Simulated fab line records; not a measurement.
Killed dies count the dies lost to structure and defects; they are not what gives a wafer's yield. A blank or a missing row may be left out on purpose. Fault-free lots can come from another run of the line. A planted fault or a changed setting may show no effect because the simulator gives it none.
Which tool is to blame?	flow rit cmos	45 wafers from 15 lots sampled at 5 of the route's 202 steps

== WHAT THE GAUGES READ, wafer by wafer ==
RIT_CONTACT_OVL_MEAS_09. Usual: for CONTACT_OVL the level is -0.6 nm and the standard deviation is 1.5.
lot	measured	on	CONTACT_OVL (nm)	flag
L223	day 3 20:40	overlay-01	1.3 -0.6 0.0	
L224	day 3 22:01	overlay-02	-1.0 -1.2 -1.2	
L225	day 4 02:25	overlay-02	-2.2 -2.2 -2.5	
L226	day 4 04:04	overlay-02	-2.1 -2.9 -3.0	
L227	day 4 06:28	overlay-02	-0.4 0.7 0.7	
L229	day 4 20:51	overlay-02	0.2 0.3 1.5	
L230	day 4 22:41	overlay-02	-1.3 -0.6 -1.2	
L231	day 5 06:21	overlay-02	-0.2 -2.1 -3.2	
L232	day 5 10:58	overlay-01	-1.0 -1.1 0.9	
L234	day 6 00:24	overlay-01	-2.7 -2.5 -4.7	
L236	day 6 07:15	overlay-01	-148.9 -149.3 -148.9 -148.7 -148.0 -147.7	OFF
L240	day 7 02:42	overlay-01	-151.7 -151.5 -151.1 -150.7 -150.9 -149.5	OFF
L241	day 7 05:35	overlay-02	-150.7 -146.8 -148.6 -149.5 -145.2 -147.7	OFF
L242	day 7 09:32	overlay-02	0.2 0.8 1.7	
L243	day 7 15:00	overlay-02	-0.8 1.1 0.8	

RIT_M1_OVL_MEAS_10. Usual: for M1_OVL the level is 1.2 nm and the standard deviation is 1.8.
lot	measured	on	M1_OVL (nm)	flag
L223	day 3 23:26	overlay-02	3.3 5.1 2.6	
L224	day 4 00:35	overlay-02	4.2 3.7 2.0	
L225	day 4 04:55	overlay-02	2.0 3.7 2.4	
L226	day 4 06:43	overlay-02	3.1 2.3 1.9	
L227	day 4 08:58	overlay-02	-1.0 -1.1 1.1	
L229	day 4 23:22	overlay-01	2.8 2.3 1.6	
L230	day 5 01:23	overlay-01	5.1 2.7 1.7	
L231	day 5 09:02	overlay-01	1.1 1.0 -0.5	
L232	day 5 13:44	overlay-02	1.1 3.9 1.8	
L234	day 6 03:02	overlay-01	-2.9 -1.2 -1.7	
L242	day 7 12:03	overlay-01	-0.3 -0.9 1.8	
L243	day 7 17:37	overlay-02	2.1 1.9 1.0	

RIT_M1_BOW_MEAS_16. Usual: for M1_BOW the level is 16 um and the standard deviation is 6.6.
lot	measured	on	M1_BOW (um)	flag
L223	day 4 01:55	film metro-03	12 21 16	
L224	day 4 03:26	film metro-02	26 1 21	
L225	day 4 07:23	film metro-02	5 14 15	
L226	day 4 09:09	film metro-04	10 4 11	
L227	day 4 11:23	film metro-04	20 18 7	
L229	day 5 01:49	film metro-02	34 17 4	
L230	day 5 03:48	film metro-04	23 13 16	
L231	day 5 11:28	film metro-04	26 22 21	
L232	day 5 16:10	film metro-02	10 24 18	
L234	day 6 05:27	film metro-02	17 18 15	
L242	day 7 14:30	film metro-04	29 20 16	
L243	day 7 20:04	film metro-04	22 9 13	

== TOOL THAT RAN EACH LOT (tool first, then ch and the chambers of the sampled wafers, then the start) ==
lot	RIT_GATE_STRIP_20	RIT_CONTACT_EXPOSE_05
L223	plasma asher-02 ch 0,1, day 3 03:45	iline stepper-02 ch 0, day 3 20:02
L224	plasma asher-04 ch 0,1, day 3 04:00	iline stepper-02 ch 0, day 3 21:22
L225	plasma asher-04 ch 0,1, day 3 11:19	iline stepper-02 ch 0, day 4 01:49
L226	plasma asher-01 ch 0,1, day 3 11:28	iline stepper-01 ch 0, day 4 03:23
L227	plasma asher-04 ch 1, day 3 15:18	iline stepper-02 ch 0, day 4 05:49
L229	plasma asher-02 ch 0,1, day 4 03:43	iline stepper-02 ch 0, day 4 20:15
L230	plasma asher-01 ch 0,1, day 4 06:58	iline stepper-01 ch 0, day 4 22:03
L231	plasma asher-01 ch 0,1, day 4 15:31	iline stepper-01 ch 0, day 5 05:43
L232	plasma asher-01 ch 0,1, day 4 19:35	iline stepper-01 ch 0, day 5 10:21
L234	plasma asher-01 ch 0,1, day 5 08:29	iline stepper-01 ch 0, day 5 23:46
L236	plasma asher-04 ch 0,1, day 5 15:42	iline stepper-02 ch 0, day 6 06:37
L240	plasma asher-04 ch 0,1, day 6 12:07	iline stepper-02 ch 0, day 7 02:05
L241	plasma asher-04 ch 0,1, day 6 14:34	iline stepper-02 ch 0, day 7 04:56
L242	plasma asher-01 ch 0,1, day 6 18:11	iline stepper-01 ch 0, day 7 08:55
L243	plasma asher-01 ch 0,1, day 6 23:39	iline stepper-01 ch 0, day 7 14:23
- RIT_GATE_STRIP_20: strips in O2, time 180 s.
- RIT_CONTACT_EXPOSE_05: exposes mask M11, target cd 1000 nm.

== WHAT THE TOOLS THEMSELVES READ (means of the sampled wafers that have a number; where no wafer has one, the mark that the record gives instead) ==
RIT_GATE_STRIP_20. Usual: drypump motor current A at 5.4 A, with a standard deviation of 0.38.
lot	tool	drypump motor current A (A)	flag
L223	plasma asher-02	5.9	
L224	plasma asher-04	5.4	
L225	plasma asher-04	5.4	
L226	plasma asher-01	5.2	
L227	plasma asher-04	5.2	
L229	plasma asher-02	5.6	
L230	plasma asher-01	5.2	
L231	plasma asher-01	5.1	
L232	plasma asher-01	5.2	
L234	plasma asher-01	5.2	
L236	plasma asher-04	5.6	
L240	plasma asher-04	5.4	
L241	plasma asher-04	5.6	
L242	plasma asher-01	5.2	
L243	plasma asher-01	5.1	

== THE ANSWER, worked out from the rows above alone ==
Rule: a lot counts as off when the mean over its wafers that have a number is more than 3 standard deviations away from the usual mean. A lot without any number at a reading at which 4 lots or more have one is off too. All remaining lots with rows at the step are treated as sound. Order of review: gauges by route order, followed by the tools' own readings, for which a lot's mean as printed above is used. The first step at which some lot is off is used, and at that step the reading that is off furthest; a lot without a number counts as furthest.
Off: L236, L240, L241, seen at RIT_CONTACT_OVL_MEAS_09 (CONTACT_OVL).
A tool fits if, at a process step before that reading, it ran every lot that is off, and no sound lot after the first of them. The gauges at RIT_CONTACT_OVL_MEAS_09 are tried like those tools. This does not decide it: 2 tools fit, namely plasma asher-04 at RIT_GATE_STRIP_20 and iline stepper-02 at RIT_CONTACT_EXPOSE_05.

== WHAT HAD BEEN PUT IN BY THE SIMULATOR ==
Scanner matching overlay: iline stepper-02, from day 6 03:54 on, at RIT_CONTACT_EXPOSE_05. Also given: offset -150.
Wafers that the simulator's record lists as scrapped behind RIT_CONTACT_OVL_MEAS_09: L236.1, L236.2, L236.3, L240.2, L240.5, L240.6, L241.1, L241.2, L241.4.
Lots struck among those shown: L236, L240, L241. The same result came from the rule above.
